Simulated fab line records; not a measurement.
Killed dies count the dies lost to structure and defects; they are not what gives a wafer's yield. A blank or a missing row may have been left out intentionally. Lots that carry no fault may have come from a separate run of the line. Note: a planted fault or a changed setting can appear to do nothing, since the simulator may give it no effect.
A struck lot beside a sound one || flow ritCmos || 41 steps out of a route of 202
Sound: wafers L141.1, L141.2, L141.3. Struck: wafers L157.1, L157.3, L157.6. The cause is named last.
Order at every step that has rows: each side's tool, ch and its chambers, its first start. Under that, the readings that differ: sound wafers || struck wafers || difference of the means || sigmas: that difference in standard deviations of wafers without a fault.
alike: a reading whose means differ by less than 2 such deviations, as well as words and numbers matching on both sides. not compared: withheld readings; readings where some wafer has no value; bounds like >300 that might hide an equal value; numbers whose values overlap and for which the record gives no deviation.
Wherever a step has rows on one side only, a row that says differs or no value, or a row with sigmas, the two part there. Numbers that don't overlap but have no deviation are shown without sigmas and don't part them. A reading that every wafer of one side lacks parts them only if that side has two wafers or more.

RIT_ACTIVE_ETCH_13: etches Si3N4 in SF6, stops on SiO2, time 210 s, target depth 210 nm.
  sound on rieDiel-01 ch 0,2,3, day 2 05:43; struck on rieDiel-01 ch 1,2,3, day 5 14:16
  alike: SF6_flow_sccm, chamberPressureMTorr, drypumpMotorCurrentA, oesProductAu, throttleValvePct
  not compared: rfHoursCounterH
RIT_ACTIVE_STRIP_14: strips in O2, time 180 s.
  sound on plasmaAsher-01 ch 0,1, day 2 05:50; struck on plasmaAsher-02 ch 1, day 5 14:25
  alike: drypumpMotorCurrentA
  not compared: rfHoursCounterH
RIT_ACTIVE_CD_MEAS_90: the cd target is 1400 nm.
  struck on cdSem-01, day 5 14:35; sound on cdSem-02, day 2 06:01
{"reading": "cdNm (nm)", "sound": "1406.4 1402.2 1403.4", "struck": "1398.5 1397.3 1398.2", "difference": -6.0, "sigmas": -3}
then, 4 steps without rows for these wafers: RIT_ACTIVE_CLEAN_15 (cleans in SC1, time 600 s); RIT_ACTIVE_CLEAN_16 (cleans in dHF, time 30 s); RIT_ACTIVE_CLEAN_17 (cleans in SC2, time 600 s); RIT_FOX1_OXIDATION_00 (target thk 350.7 nm, ox time 1130 s).
RIT_FOX1_THK_MEAS_01:
  struck on filmMetro-01, day 5 19:20; sound on filmMetro-01, day 2 10:00
{"reading": "FOX1_OXIDE_THK (nm)", "sound": "362 356 356", "struck": "347 344 344", "difference": -13, "sigmas": -2}
then, 2 steps without rows for these wafers: RIT_FOX1_WET_ETCH_02 (etches SiO2 in BOE, target depth 350 nm, time 390 s); RIT_FOX2_OXIDATION_00 (target thk 350.7 nm, ox time 1130 s).
RIT_FOX2_THK_MEAS_01:
  struck on filmMetro-01, day 5 21:44; sound on filmMetro-02, day 2 11:29
  alike: FOX2_OXIDE_THK
then, 1 step without rows for these wafers: RIT_FOX2_CLEAN_02 (cleans in dHF, time 180 s).
RIT_FOX2_WET_ETCH_03: etches Si3N4 in H3PO4, target depth 195 nm, time 2700 s.
  sound on wetBench-04 ch 3, day 2 11:37; struck on wetBench-04 ch 0, day 5 21:51
  no value came back on the struck wafers for bathGuardTempC (C), bathHeatDutyPct (%); on the sound wafers bathGuardTempC (C) reads 165.1 165.3 165.1
{"reading": "model.Si3N4_of_ACTIVE_CVD_03.thkNm (nm)", "sound": "0 0 0", "struck": "129.6 128.4 128.4", "difference": "+128.8", "sigmas": ""}
{"reading": "model.SiO2_of_FOX2_OXIDATION_00.thkNm (nm)", "sound": "323 327.6 322.4", "struck": "335.1 331.9 344.5", "difference": "+12.8", "sigmas": ""}
{"reading": "model.SiO2_of_ACTIVE_OXIDATION_01.thkNm (nm)", "sound": "39.94 39.16 40.09", "struck": "46.5 47.26 47.41", "difference": "+7.3", "sigmas": ""}
then, 6 steps without rows for these wafers: RIT_NWELL_HMDS_00 (prime time 60 s); RIT_NWELL_COAT_01 (resist thk 1300 nm); RIT_NWELL_SOFTBAKE_02 (time 60 s); RIT_NWELL_EXPOSE_03 (exposes mask M2, target cd 43900 nm); RIT_NWELL_PEB_04; RIT_NWELL_DEVELOP_05 (develop time 68 s).
RIT_NWELL_OVL_MEAS_06:
  struck on overlay-01, day 5 23:40; sound on overlay-01, day 2 13:19
  alike: NWELL_OVL
then, 2 steps without rows for these wafers: RIT_NWELL_HARDBAKE_07 (time 120 s); RIT_NWELL_IMPLANT_08.
RIT_NWELL_STRIP_09: strips in O2, time 180 s.
  sound on plasmaAsher-01 ch 0,1, day 2 13:44; struck on plasmaAsher-04 ch 0,1, day 6 00:06
  alike: drypumpMotorCurrentA
  not compared: rfHoursCounterH
RIT_NWELL_TW_MEAS_10:
  struck on filmMetro-02, day 6 00:17; sound on filmMetro-02, day 2 13:55
  alike: NWELL_TW
then, 6 steps without rows for these wafers: RIT_PWELL_HMDS_00 (prime time 60 s); RIT_PWELL_COAT_01 (resist thk 1300 nm); RIT_PWELL_SOFTBAKE_02 (time 60 s); RIT_PWELL_EXPOSE_03 (exposes mask M3, target cd 43700 nm); RIT_PWELL_PEB_04; RIT_PWELL_DEVELOP_05 (develop time 68 s).
RIT_PWELL_OVL_MEAS_06:
  struck on overlay-02, day 6 01:20; sound on overlay-02, day 2 14:59
  alike: PWELL_OVL
then, 2 steps without rows for these wafers: RIT_PWELL_HARDBAKE_07 (time 120 s); RIT_PWELL_IMPLANT_08.
RIT_PWELL_STRIP_09: strips in O2, time 180 s.
  sound on plasmaAsher-02 ch 0,1, day 2 15:25; struck on plasmaAsher-02 ch 0,1, day 6 01:47
  alike: drypumpMotorCurrentA
  not compared: rfHoursCounterH
RIT_PWELL_TW_MEAS_10:
  struck on filmMetro-04, day 6 01:58; sound on filmMetro-02, day 2 15:35
  alike: PWELL_TW
then, 4 steps without rows for these wafers: RIT_WELLDRIVE_ANNEAL_00 (time 14700 s); RIT_NRETRO_HMDS_00 (prime time 60 s); RIT_NRETRO_COAT_01 (resist thk 1300 nm); RIT_NRETRO_SOFTBAKE_02 (time 60 s).
RIT_GATE_CLEAN_04: cleans in dHF, time 60 s.
  sound on wetBench-03 ch 0, day 3 01:37; struck on wetBench-04 ch 2, day 6 14:55
{"reading": "model.SiO2_of_FOX2_OXIDATION_00.thkNm (nm)", "sound": "254.7 259.3 254.6", "struck": "266.7 263.3 275.8", "difference": "+12.4", "sigmas": ""}
RIT_M1_PROBE_99:
  struck on prober-02, day 8 01:44; sound on prober-02, day 4 07:19
{"reading": "killedAtFrontEnd", "sound": "12 4 10", "struck": "264 264 264", "difference": "+255", "sigmas": "+82"}
{"reading": "killedDies", "sound": "12 4 10", "struck": "264 264 264", "difference": "+255", "sigmas": "+82"}
{"reading": "killedOnRim", "sound": "3 0 5", "struck": "70 70 70", "difference": "+67", "sigmas": "+52"}
  alike: killedAtContacts, killedOpen, killedShort

## WHERE THEY PART
First at RIT_ACTIVE_CD_MEAS_90; last, within this record, at RIT_M1_PROBE_99.

WHY: whatever the simulator had introduced
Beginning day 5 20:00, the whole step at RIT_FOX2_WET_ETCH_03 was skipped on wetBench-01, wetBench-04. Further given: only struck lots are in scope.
